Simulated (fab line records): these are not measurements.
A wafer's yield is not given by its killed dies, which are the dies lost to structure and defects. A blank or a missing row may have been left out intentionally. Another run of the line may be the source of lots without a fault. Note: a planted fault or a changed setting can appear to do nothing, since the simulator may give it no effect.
Which tool did it? + flow berkeleyCmos170 + 13 lots, 39 wafers sampled, at 3 steps of a route of 331

WHAT EACH GAUGE READ, for each wafer
UCB170_NWELL_OVL_MEAS_12. Usual: NWELL_OVL gives 9 nm (standard deviation 7.5).
| lot  | measured    | on         | NWELL_OVL (nm) | flag |
|------|-------------|------------|----------------|------|
| L636 | day 2 13:09 | overlay-01 | 16 21 12       |      |
| L638 | day 2 20:08 | overlay-01 | 2 17 17        |      |
| L637 | day 2 20:08 | overlay-02 | 18 14 6        |      |
| L639 | day 3 04:45 | overlay-02 | 10 -1 -5       |      |
| L642 | day 3 12:04 | overlay-01 | 13 1 7         |      |
| L645 | day 4 10:38 | overlay-02 | 19 16 1        |      |
| L650 | day 5 08:14 | overlay-02 | 6 5 6          |      |
| L651 | day 5 16:32 | overlay-01 | 13 6 6         |      |
| L652 | day 5 17:16 | overlay-02 | 22 24 10       |      |
| L654 | day 6 03:05 | overlay-02 | 14 7 9         |      |
| L655 | day 6 10:36 | overlay-02 | 4 -5 0         |      |
| L657 | day 6 23:37 | overlay-01 | 0 8 -1         |      |
| L659 | day 7 11:34 | overlay-01 | 5 -4 9         |      |

UCB170_SDANNEAL_RS_MEAS_03: measurement is done with a four-point probe. Usual: NSD_RS gives 37.28 ohm/sq (standard deviation 0.11).
| lot  | measured     | on           | NSD_RS (ohm/sq)   | flag |
|------|--------------|--------------|-------------------|------|
| L636 | day 7 17:05  | filmMetro-04 | 37.14 37.11 37.17 |      |
| L638 | day 8 08:49  | filmMetro-02 | 37.50 37.50 37.49 |      |
| L637 | day 8 08:50  | filmMetro-01 | 37.42 37.36 37.43 |      |
| L639 | day 8 22:02  | filmMetro-04 | 37.21 37.20 37.14 |      |
| L642 | day 9 03:02  | filmMetro-02 | 37.39 37.26 37.30 |      |
| L645 | day 10 03:42 | filmMetro-04 | 37.05 37.04 37.05 |      |
| L650 | day 11 01:33 | filmMetro-04 | 37.26 37.29 37.37 |      |
| L651 | day 11 23:38 | filmMetro-04 | 37.46 37.42 37.32 |      |
| L652 | day 11 23:07 | filmMetro-02 | 37.47 37.26 37.37 |      |
| L654 | day 12 06:48 | filmMetro-04 | 37.26 37.30 37.18 |      |
| L655 | day 12 16:13 | filmMetro-02 | 37.28 37.30 37.24 |      |
| L657 | day 12 16:41 | filmMetro-04 | 37.37 37.24 37.40 |      |
| L659 | day 13 15:47 | filmMetro-04 | 37.36 37.30 37.34 |      |

WHICH TOOL RAN EACH LOT (tool, then ch and the chambers of the sampled wafers, then the start)
| lot  | UCB170_SPACER_CVD_00            |
|------|---------------------------------|
| L636 | pecvd-03 ch 0,1,2, day 7 05:05  |
| L638 | pecvd-03 ch 0,1,2, day 7 20:16  |
| L637 | pecvd-01 ch 0,1,2, day 7 19:47  |
| L639 | pecvd-01 ch 0,1, day 8 08:02    |
| L642 | pecvd-02 ch 0,1,2, day 8 16:44  |
| L645 | pecvd-02 ch 1,2, day 9 14:17    |
| L650 | pecvd-02 ch 0,1,2, day 10 16:44 |
| L651 | pecvd-01 ch 0,2, day 11 08:13   |
| L652 | pecvd-03 ch 0,1,2, day 11 08:46 |
| L654 | pecvd-01 ch 0,1, day 11 19:59   |
| L655 | pecvd-03 ch 0,1,2, day 12 04:30 |
| L657 | pecvd-03 ch 0,1, day 12 08:08   |
| L659 | pecvd-03 ch 0,2, day 13 05:44   |
- UCB170_SPACER_CVD_00: deposits SiO2 from TEOS/O2, target thk 376 nm, time 47 s.

AS READ BY THE TOOLS THEMSELVES (means over the sampled wafers that have a number; for cases with no such wafer, the mark the record gives instead)
UCB170_SPACER_CVD_00. Usual: heaterPowerW 260 W, standard deviation 51; runLengthS 75.2 s, standard deviation 0.47.
| lot  | tool     | heaterPowerW (W) | runLengthS (s) | flag |
|------|----------|------------------|----------------|------|
| L636 | pecvd-03 | 239              | 74.9           |      |
| L638 | pecvd-03 | 267              | 75.2           |      |
| L637 | pecvd-01 | 275              | 74.9           |      |
| L639 | pecvd-01 | 301              | 75.0           |      |
| L642 | pecvd-02 | 237              | 75.3           |      |
| L645 | pecvd-02 | 243              | 75.5           |      |
| L650 | pecvd-02 | 246              | 76.0           |      |
| L651 | pecvd-01 | 274              | 74.6           |      |
| L652 | pecvd-03 | 246              | 75.1           |      |
| L654 | pecvd-01 | 275              | 74.4           |      |
| L655 | pecvd-03 | 261              | 75.1           |      |
| L657 | pecvd-03 | 216              | 75.5           |      |
| L659 | pecvd-03 | 275              | 75.2           |      |

THE ANSWER, worked out from the rows above alone
Rule: a lot counts as off when the mean over its wafers that have a number is more than 3 standard deviations away from the usual mean. Also off: a lot with no number at a reading for which 4 or more lots have one. Any other lot the step has rows for is counted as sound. Order of review: gauges by route order, followed by the tools' own readings, for which a lot's mean as printed above is used. The first step at which some lot is off is used, and at that step the reading that is off furthest; a lot without a number counts as furthest.
No lot is off at any reading shown: from this, nothing can be told.

WHAT THE SIMULATOR HAD PUT IN
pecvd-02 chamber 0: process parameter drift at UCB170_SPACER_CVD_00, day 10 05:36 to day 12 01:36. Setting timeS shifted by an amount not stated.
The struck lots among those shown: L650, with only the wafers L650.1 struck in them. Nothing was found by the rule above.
